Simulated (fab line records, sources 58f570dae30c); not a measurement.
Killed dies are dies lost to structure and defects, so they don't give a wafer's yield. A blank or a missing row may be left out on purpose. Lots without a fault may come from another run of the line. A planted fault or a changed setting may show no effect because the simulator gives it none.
A struck lot beside a sound one | flow berkeley_cmos170 | 27 steps out of a route of 331
Sound: wafers L715.1, L715.3, L715.4. Struck: wafers L717.3, L717.4, L717.6. The cause comes at the end.
At each step with rows: each side's tool, then ch and its chambers, then its first start. Under that, the readings that differ: sound wafers | struck wafers | difference of the means | sigmas: that difference in standard deviations of wafers without a fault.
alike: readings whose means differ by less than 2 such deviations, and words and numbers that are the same on both sides. not compared: withheld readings, readings that some wafer has no value for, bounds like >300 that may hide the same value, and numbers for which the record gives no deviation and whose values overlap.
The two part at a step that has a row with sigmas, a row that says differs or no value, or rows on one side only. Numbers that don't overlap but have no deviation are shown without sigmas and don't part them. A reading that every wafer of one side lacks parts them only if that side has two wafers or more.

first, 2 steps without rows for these wafers: UCB170_NWELL_PEB_10; UCB170_NWELL_DEVELOP_11 (develop time 45 s).
UCB170_NWELL_OVL_MEAS_12:
  sound on overlay-01, day 2 08:32; struck on overlay-01, day 2 21:38
  alike: NWELL_OVL
UCB170_NWELL_ETCH_13: etches Si3N4 in CH3F/Ar/O2, stops on SiO2, target depth 246.4 nm, time 154 s.
  sound on rie_diel-01 ch 0,2,3, day 2 08:34; struck on rie_diel-03 ch 0,1,2, day 2 21:40
  alike: drypump_motor_current_A, oes_product_au, throttle_valve_pct
  not compared: rf_hours_counter_h
then, 1 step without rows for these wafers: UCB170_NWELL_IMPLANT_14.
UCB170_NWELL_STRIP_15: strips in O2.
  sound on plasma_asher-01 ch 0,1, day 2 08:49; struck on plasma_asher-03 ch 0,1, day 2 21:57
  reading                     | sound       | struck      | difference | sigmas
  drypump_motor_current_A (A) | 6.3 6.3 5.9 | 5.5 5.5 5.5 | -0.7       | -2
  alike: oes_product_au, strip_time_to_endpoint_s
  not compared: rf_hours_counter_h
UCB170_NWELL_TW_MEAS_16:
  sound on film_metro-04, day 2 08:55; struck on film_metro-04, day 2 22:02
  alike: NWELL_TW
then, 5 steps without rows for these wafers: UCB170_NWELL_CLEAN_17 (cleans in SPM, time 600 s); UCB170_NWELL_WET_ETCH_18 (etches Si3N4 in H3PO4, time 14400 s); UCB170_NWELL_WET_ETCH_19 (etches SiO2 in BOE, time 22 s); UCB170_PWELL_CLEAN_00 (cleans in SPM, time 600 s); UCB170_PWELL_CLEAN_01 (cleans in dHF, time 60 s).
UCB170_PWELL_OXIDATION_02: target thk 26.4 nm, ox time 1260 s.
  sound on furnace-02 ch 0, day 2 17:53; struck on furnace-02 ch 0, day 3 06:13
  reading                                      | sound             | struck            | difference | sigmas
  ox_time_s (s)                                | 1260 1260 1260    | 1512 1512 1512    | +252       |
  model.SiO2_of_PWELL_OXIDATION_02.thk_nm (nm) | 26.92 26.34 26.55 | 30.28 29.56 30.01 | +3.35      |
  alike: spike_tc_centre_C
UCB170_PWELL_THK_MEAS_03:
  sound on film_metro-03, day 2 19:14; struck on film_metro-01, day 3 07:35
  reading              | sound          | struck         | difference | sigmas
  PWELL_OXIDE_THK (nm) | 27.0 26.3 26.5 | 30.2 29.6 30.0 | +3.3       | +7
then, 2 steps without rows for these wafers: UCB170_PWELL_ANNEAL_04 (time 900 s); UCB170_PWELL_CVD_05 (deposits Si3N4 from SiH2Cl2/NH3, target thk 220 nm, time 3300 s).
UCB170_PWELL_THK_MEAS_06:
  sound on film_metro-01, day 3 01:00; struck on film_metro-02, day 3 13:08
  alike: PWELL_NITRIDE_THK
then, 6 steps without rows for these wafers: UCB170_PWELL_HMDS_07 (prime time 60 s); UCB170_PWELL_COAT_08 (resist thk 900 nm); UCB170_PWELL_SOFTBAKE_09 (time 60 s); UCB170_PWELL_EXPOSE_10 (exposes mask PWELL, target cd 3000 nm); UCB170_PWELL_PEB_11; UCB170_PWELL_DEVELOP_12 (develop time 45 s).
UCB170_PWELL_OVL_MEAS_13:
  sound on overlay-02, day 3 02:14; struck on overlay-02, day 3 14:31
  alike: PWELL_OVL
UCB170_PWELL_ETCH_14: etches Si3N4 in CH3F/Ar/O2, stops on SiO2, target depth 242 nm, time 151 s.
  sound on rie_diel-02 ch 0,1,2, day 3 02:16; struck on rie_diel-01 ch 1,2,3, day 3 14:32
  reading                                      | sound             | struck            | difference | sigmas
  model.SiO2_of_PWELL_OXIDATION_02.thk_nm (nm) | 23.23 22.69 22.89 | 26.55 25.82 26.27 | +3.28      |
  alike: drypump_motor_current_A, oes_product_au, throttle_valve_pct
  not compared: rf_hours_counter_h
then, 2 steps without rows for these wafers: UCB170_PWELL_IMPLANT_15; UCB170_M3_PROBE_99.

WHERE THEY PART
First at UCB170_NWELL_STRIP_15; last, within this record, at UCB170_PWELL_THK_MEAS_03. Later steps at which nothing parts them and some readings are alike: UCB170_PWELL_THK_MEAS_06, UCB170_PWELL_OVL_MEAS_13, UCB170_PWELL_ETCH_14.

WHY: what the simulator had put in
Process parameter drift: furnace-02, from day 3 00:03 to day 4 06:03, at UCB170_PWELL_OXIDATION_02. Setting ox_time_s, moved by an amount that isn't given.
